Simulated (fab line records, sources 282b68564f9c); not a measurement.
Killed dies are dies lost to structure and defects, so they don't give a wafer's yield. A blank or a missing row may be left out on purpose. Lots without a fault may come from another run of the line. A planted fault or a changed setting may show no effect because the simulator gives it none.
Which tool did it? | flow rit_cmos | 14 lots, 42 wafers sampled, at 2 steps of a route of 202

WHAT THE GAUGES READ, wafer by wafer
RIT_SDANNEAL_RS_MEAS_07: measures by four-point-probe.
lot  | measured    | on            | NLDD_RS (ohm/sq)
L477 | day 3 07:01 | film_metro-01 | 150.8 151.2 150.5
L479 | day 3 17:17 | film_metro-04 | 152.0 152.2 152.3
L481 | day 4 02:43 | film_metro-04 | 151.6 151.1 151.2
L482 | day 4 07:14 | film_metro-01 | 151.3 151.0 152.0
L484 | day 4 13:41 | film_metro-04 | 151.8 151.1 151.8
L485 | day 4 22:48 | film_metro-03 | 150.9 151.0 151.1
L486 | day 5 00:43 | film_metro-04 | 152.0 152.2 152.3
L487 | day 5 08:15 | film_metro-04 | 151.4 151.4 151.9
L488 | day 5 10:01 | film_metro-01 | 151.5 151.8 151.9
L489 | day 5 19:19 | film_metro-01 | 151.7 151.9 151.7
L493 | day 6 15:05 | film_metro-03 | 151.2 151.8 151.3
L494 | day 6 15:58 | film_metro-04 | 151.6 151.9 151.8
L497 | day 7 11:11 | film_metro-01 | 158.2 157.8 157.2
L500 | day 7 22:25 | film_metro-04 | 156.6 156.8 157.1

WHICH TOOL RAN EACH LOT (tool, then ch and the chambers of the sampled wafers, then the start)
lot  | RIT_NLDD_IMPLANT_08
L477 | implanter-02 ch 0, day 2 22:44
L479 | implanter-01 ch 0, day 3 08:07
L481 | implanter-04 ch 0, day 3 18:32
L482 | implanter-02 ch 0, day 3 22:50
L484 | implanter-01 ch 0, day 4 05:30
L485 | implanter-01 ch 0, day 4 13:43
L486 | implanter-01 ch 0, day 4 16:24
L487 | implanter-04 ch 0, day 4 23:49
L488 | implanter-01 ch 0, day 5 01:31
L489 | implanter-04 ch 0, day 5 11:14
L493 | implanter-02 ch 0, day 6 05:53
L494 | implanter-04 ch 0, day 6 07:38
L497 | implanter-04 ch 0, day 7 02:46
L500 | implanter-04 ch 0, day 7 14:11
- RIT_NLDD_IMPLANT_08

WHAT THE TOOLS THEMSELVES READ (means of the sampled wafers that have a number; where no wafer has one, the mark that the record gives instead)
The record holds no such reading with a usual standard deviation.

THE ANSWER, worked out from the rows above alone
Rule: what is usual is taken from the lots themselves. Put in order of their means at a reading, lots are off if they are a third of the lots or fewer, leave a main group of 4 or more, and stand apart from it by a gap of 3 or more times the standard deviation of the main group's means; of several such gaps the widest counts. A main group whose means are all the same, to the digits that the tables above print for the reading, isn't used. A lot without any number at a reading at which 4 lots or more have one is off too. The other lots that the step has rows for count as sound. The gauges are gone through in route order, then the tools' own readings, and for those a lot's mean is taken as printed above. The first step at which some lot is off is used, and at that step the reading that is off furthest; a lot without a number counts as furthest.
Off: L497, L500, at RIT_SDANNEAL_RS_MEAS_07 (NLDD_RS). The main group: mean 151.6 ohm/sq, standard deviation 0.39.
A tool fits if, at a process step before that reading, it ran every lot that is off, and no sound lot after the first of them. The gauges at RIT_SDANNEAL_RS_MEAS_07 are tried like those tools. One fits: implanter-04 at RIT_NLDD_IMPLANT_08. Its last sound lot is L494 (day 6 07:38), its first lot that is off L497 (day 7 02:46): a fault that began between those two fits.

WHAT THE SIMULATOR HAD PUT IN
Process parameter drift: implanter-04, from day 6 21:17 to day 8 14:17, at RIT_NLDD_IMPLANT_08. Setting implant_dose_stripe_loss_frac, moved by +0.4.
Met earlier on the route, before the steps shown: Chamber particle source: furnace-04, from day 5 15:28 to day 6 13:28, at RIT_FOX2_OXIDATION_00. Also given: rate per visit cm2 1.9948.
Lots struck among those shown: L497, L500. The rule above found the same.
